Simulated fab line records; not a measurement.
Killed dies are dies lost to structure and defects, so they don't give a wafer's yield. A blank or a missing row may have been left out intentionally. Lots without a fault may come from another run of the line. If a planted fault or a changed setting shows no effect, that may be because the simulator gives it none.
Which of the tools did it? + flow berkeleyCmos170 + 42 wafers from 14 lots sampled at 6 of the route's 331 steps

## WHAT THE GAUGES READ, wafer by wafer
UCB170_PVT_TW_MEAS_09. Usual: PVT_TW typically reads 508, with standard deviation 5.9.
| lot  | measured     | on           | PVT_TW      | flag |
|------|--------------|--------------|-------------|------|
| L985 | day 6 02:36  | filmMetro-04 | 507 506 505 |      |
| L986 | day 6 15:30  | filmMetro-04 | 505 507 506 |      |
| L989 | day 7 09:12  | filmMetro-01 | 498 498 496 |      |
| L990 | day 7 09:55  | filmMetro-03 | 510 507 511 |      |
| L994 | day 8 00:40  | filmMetro-03 | 512 510 513 |      |
| L999 | day 9 03:49  | filmMetro-01 | 497 499 496 |      |
| L998 | day 9 03:55  | filmMetro-03 | 511 510 513 |      |
| L996 | day 9 04:11  | filmMetro-01 | 498 497 499 |      |
| L997 | day 9 04:27  | filmMetro-03 | 512 511 513 |      |
| L101 | day 9 08:32  | filmMetro-04 | 513 513 512 |      |
| L100 | day 9 09:02  | filmMetro-04 | 512 512 511 |      |
| L103 | day 9 21:26  | filmMetro-01 | 502 497 500 |      |
| L104 | day 9 21:43  | filmMetro-04 | 511 511 512 |      |
| L105 | day 10 08:31 | filmMetro-04 | 510 513 508 |      |

UCB170_GATE_CD_MEAS_12: the cd target is 350 nm. Usual: cdNm reads 350.4 nm (standard deviation 1.6).
| lot  | measured     | on       | cdNm (nm)         | flag |
|------|--------------|----------|-------------------|------|
| L985 | day 6 13:23  | cdSem-01 | 350.0 350.8 350.3 |      |
| L986 | day 7 03:32  | cdSem-01 | 347.9 349.4 349.3 |      |
| L989 | day 7 20:10  | cdSem-01 | 349.5 349.3 350.6 |      |
| L990 | day 7 20:38  | cdSem-01 | 353.6 353.6 353.3 |      |
| L994 | day 8 15:44  | cdSem-01 | 352.8 352.3 351.4 |      |
| L999 | day 9 14:03  | cdSem-01 | 350.8 350.6 351.5 |      |
| L998 | day 9 14:13  | cdSem-02 | 350.1 349.2 349.8 |      |
| L996 | day 9 13:45  | cdSem-01 | 347.4 349.4 348.7 |      |
| L997 | day 9 13:50  | cdSem-02 | 350.4 349.7 351.7 |      |
| L101 | day 9 17:24  | cdSem-02 | 348.0 348.6 348.7 |      |
| L100 | day 9 17:31  | cdSem-02 | 348.9 349.5 349.5 |      |
| L103 | day 10 09:56 | cdSem-01 | 350.1 350.4 349.6 |      |
| L104 | day 10 09:48 | cdSem-02 | 351.9 351.3 352.2 |      |
| L105 | day 10 15:58 | cdSem-02 | 351.5 350.6 350.3 |      |

UCB170_M1_RS_MEAS_01: uses a four-point probe to measure. Usual: M1_AL_RS typically reads 0.0485 ohm/sq, with standard deviation 0.00062.
| lot  | measured     | on           | M1_AL_RS (ohm/sq)    | flag |
|------|--------------|--------------|----------------------|------|
| L985 | day 7 16:40  | filmMetro-03 | 0.0495 0.0493 0.0495 |      |
| L986 | day 8 00:53  | filmMetro-02 | 0.0484 0.0488 0.0483 |      |
| L989 | day 8 16:37  | filmMetro-03 | 0.0482 0.0477 0.0483 |      |
| L990 | day 8 16:51  | filmMetro-02 | 0.0492 0.0498 0.0498 |      |
| L994 | day 9 17:20  | filmMetro-01 | 0.0480 0.0482 0.0481 |      |
| L999 | day 10 19:07 | filmMetro-01 | 0.0485 0.0490 0.0486 |      |
| L998 | day 10 19:49 | filmMetro-02 | - - -                | OFF  |
| L996 | day 10 18:41 | filmMetro-01 | 0.0478 0.0489 0.0488 |      |
| L997 | day 10 19:19 | filmMetro-03 | - - -                | OFF  |
| L101 | day 10 20:01 | filmMetro-01 | 0.0482 0.0479 0.0479 |      |
| L100 | day 10 19:32 | filmMetro-02 | 0.0478 0.0482 0.0484 |      |
| L103 | day 11 10:19 | filmMetro-03 | 0.0487 0.0481 0.0486 |      |
| L104 | day 11 07:55 | filmMetro-01 | 0.0493 0.0487 0.0493 |      |
| L105 | day 11 12:40 | filmMetro-02 | 0.0485 0.0480 0.0482 |      |

UCB170_M1_THK_MEAS_02: measures by xrf. Usual: M1_AL_THK typically reads 596 nm, with standard deviation 8.1.
| lot  | measured     | on           | M1_AL_THK (nm) | flag |
|------|--------------|--------------|----------------|------|
| L985 | day 7 16:46  | filmMetro-03 | 581 583 584    |      |
| L986 | day 8 01:00  | filmMetro-02 | 598 591 598    |      |
| L989 | day 8 16:43  | filmMetro-03 | 592 602 594    |      |
| L990 | day 8 16:58  | filmMetro-02 | 587 583 583    |      |
| L994 | day 9 17:27  | filmMetro-01 | 600 597 598    |      |
| L999 | day 10 19:14 | filmMetro-01 | 597 589 597    |      |
| L998 | day 10 19:56 | filmMetro-02 | <0 <0 <0       | OFF  |
| L996 | day 10 18:49 | filmMetro-01 | 608 594 592    |      |
| L997 | day 10 19:26 | filmMetro-03 | <0 <0 <0       | OFF  |
| L101 | day 10 20:08 | filmMetro-01 | 603 606 604    |      |
| L100 | day 10 19:39 | filmMetro-02 | 608 604 605    |      |
| L103 | day 11 10:26 | filmMetro-03 | 595 597 595    |      |
| L104 | day 11 08:01 | filmMetro-01 | 584 596 586    |      |
| L105 | day 11 12:47 | filmMetro-02 | 597 602 596    |      |

UCB170_V1_CD_MEAS_12: the cd target is 700 nm. Usual: cdNm reads 700.0 nm (standard deviation 1.4).
| lot  | measured     | on       | cdNm (nm)         | flag |
|------|--------------|----------|-------------------|------|
| L985 | day 8 01:22  | cdSem-01 | 702.3 702.2 703.3 |      |
| L986 | day 8 10:10  | cdSem-01 | 700.1 699.5 699.4 |      |
| L989 | day 8 22:11  | cdSem-01 | 699.2 699.5 698.3 |      |
| L990 | day 8 22:43  | cdSem-01 | 699.9 698.0 700.0 |      |
| L994 | day 9 23:56  | cdSem-01 | 700.9 701.4 701.4 |      |
| L999 | day 11 05:44 | cdSem-01 | 700.8 699.8 698.0 |      |
| L996 | day 11 01:31 | cdSem-02 | 700.3 699.8 700.0 |      |
| L101 | day 11 06:17 | cdSem-01 | 700.0 699.6 699.7 |      |
| L100 | day 11 05:39 | cdSem-02 | 698.5 697.8 697.2 |      |
| L103 | day 11 18:04 | cdSem-02 | 700.7 699.8 698.6 |      |
| L104 | day 11 18:19 | cdSem-02 | 698.6 698.7 699.3 |      |
| L105 | day 11 22:17 | cdSem-02 | 699.2 700.4 699.6 |      |

## TOOL THAT RAN EACH LOT (tool first, then ch and the chambers of the sampled wafers, then the start)
| lot  | UCB170_M1_SPUTTER_00        |
|------|-----------------------------|
| L985 | pvdSputter-04, day 7 16:35  |
| L986 | pvdSputter-03, day 8 00:49  |
| L989 | pvdSputter-04, day 8 16:32  |
| L990 | pvdSputter-02, day 8 16:47  |
| L994 | pvdSputter-02, day 9 17:16  |
| L999 | pvdSputter-04, day 10 19:02 |
| L998 | pvdSputter-04, day 10 19:45 |
| L996 | pvdSputter-02, day 10 18:38 |
| L997 | pvdSputter-02, day 10 19:14 |
| L101 | pvdSputter-02, day 10 19:56 |
| L100 | pvdSputter-03, day 10 19:28 |
| L103 | pvdSputter-04, day 11 10:15 |
| L104 | pvdSputter-03, day 11 07:49 |
| L105 | pvdSputter-02, day 11 12:36 |
- UCB170_M1_SPUTTER_00: material Al, target thk 600 nm, time 80 s.

## AS READ BY THE TOOLS THEMSELVES (means over the sampled wafers that have a number; for cases with no such wafer, the mark the record gives instead)
UCB170_M1_SPUTTER_00. Usual: cathodeDcPowerW 6000.0 W, standard deviation 1.2; chamberPressurePa 0.5001 Pa, standard deviation 0.001; throttleValvePct 29.5 %, standard deviation 1.1.
| lot  | tool          | cathodeDcPowerW (W) | chamberPressurePa (Pa) | throttleValvePct (%) | flag |
|------|---------------|---------------------|------------------------|----------------------|------|
| L985 | pvdSputter-04 | 5999.9              | 0.5013                 | 30.2                 |      |
| L986 | pvdSputter-03 | 5998.7              | 0.5009                 | 28.4                 |      |
| L989 | pvdSputter-04 | 5999.6              | 0.5008                 | 30.1                 |      |
| L990 | pvdSputter-02 | 6001.1              | 0.4996                 | 28.8                 |      |
| L994 | pvdSputter-02 | 6000.3              | 0.5001                 | 28.9                 |      |
| L999 | pvdSputter-04 | 6001.1              | 0.4998                 | 29.8                 |      |
| L998 | pvdSputter-04 | -                   | -                      | -                    | OFF  |
| L996 | pvdSputter-02 | 6000.4              | 0.4998                 | 28.8                 |      |
| L997 | pvdSputter-02 | -                   | -                      | -                    | OFF  |
| L101 | pvdSputter-02 | 6000.3              | 0.5005                 | 29.4                 |      |
| L100 | pvdSputter-03 | 6000.4              | 0.5001                 | 29.3                 |      |
| L103 | pvdSputter-04 | 6000.0              | 0.4995                 | 30.1                 |      |
| L104 | pvdSputter-03 | 5999.9              | 0.5005                 | 28.9                 |      |
| L105 | pvdSputter-02 | 6000.1              | 0.4997                 | 29.8                 |      |

## THE ANSWER, worked out from the rows above alone
Rule: take the mean of a lot's wafers that have a number; if it is more than 3 standard deviations from the usual mean, the lot is off. A lot without any number at a reading at which 4 lots or more have one is off too. All remaining lots with rows at the step are treated as sound. After the gauges, taken in route order, come the tools' own readings; for these a lot's mean is taken, as printed above. The first step at which some lot is off is used, and at that step the reading that is off furthest; a lot without a number counts as furthest.
Off: at UCB170_M1_RS_MEAS_01 (M1_AL_RS), L998, L997. Without a number there: L998, L997.
If a tool, at a process step before that reading, ran all the lots that are off and no sound lot after the first of them, it fits. Not tried: the gauges at UCB170_M1_RS_MEAS_01; whatever is off there is also off at UCB170_M1_SPUTTER_00, on other tools, and gauge error can't account for it. None of those tried fits.

## WHAT THE SIMULATOR HAD PUT IN
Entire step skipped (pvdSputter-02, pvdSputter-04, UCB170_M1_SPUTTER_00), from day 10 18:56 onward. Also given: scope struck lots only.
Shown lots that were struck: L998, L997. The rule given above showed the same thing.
